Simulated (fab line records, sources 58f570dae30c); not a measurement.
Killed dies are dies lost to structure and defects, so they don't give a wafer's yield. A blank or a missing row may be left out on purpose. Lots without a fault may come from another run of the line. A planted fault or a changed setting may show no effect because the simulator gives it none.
Chamber matching | flow berkeley_cmos170 | UCB170_M1_ETCH_11 on rie_diel-04: 4 sister chambers
The step etches BARC in N2/H2. 4 wafers are shown with their chamber, then 8 later ones without.

WAFERS WITH THEIR CHAMBER
wafer  | chamber | throttle_valve_pct (%)
L083.5 | 2       | 13.40
L089.1 | 0       | 13.48
L089.2 | 1       | 13.64
L092.3 | 3       | 13.50

WAFERS WITHOUT THEIR CHAMBER
wafer  | throttle_valve_pct (%)
L092.4 | 13.63
L092.5 | 13.63
L096.1 | 13.51
L096.3 | 13.49
L096.5 | 13.61
L097.1 | 13.38
L097.2 | 13.48
L097.6 | 13.61

WHICH CHAMBER EACH WENT THROUGH
wafer  | from the rows above     | in truth
L092.4 | 1                       | 1
L092.5 | 1                       | 1
L096.1 | can't be placed: 3 or 0 | 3
L096.3 | can't be placed: 0 or 3 | 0
L096.5 | 1                       | 1
L097.1 | 2                       | 2
L097.2 | can't be placed: 0 or 3 | 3
L097.6 | 1                       | 1
Placed correctly: 5 of 8. Can't be placed from these rows: 3 (the true chamber is among the candidates in 3). Placed wrongly: 0.
How it was worked out, from the rows above alone: a wafer's distance from a chamber is the root of the sum, over the readings, of the square of ((its reading less the chamber's mean) divided by the reading's scatter). The wafer belongs to the nearest chamber; if the next one is less than 2 further off, it can't be placed. A chamber's mean is the mean of its shown wafers. The scatter: with one shown wafer a chamber, the root of the mean of the squares of how far each hidden wafer lies from its nearest shown one.
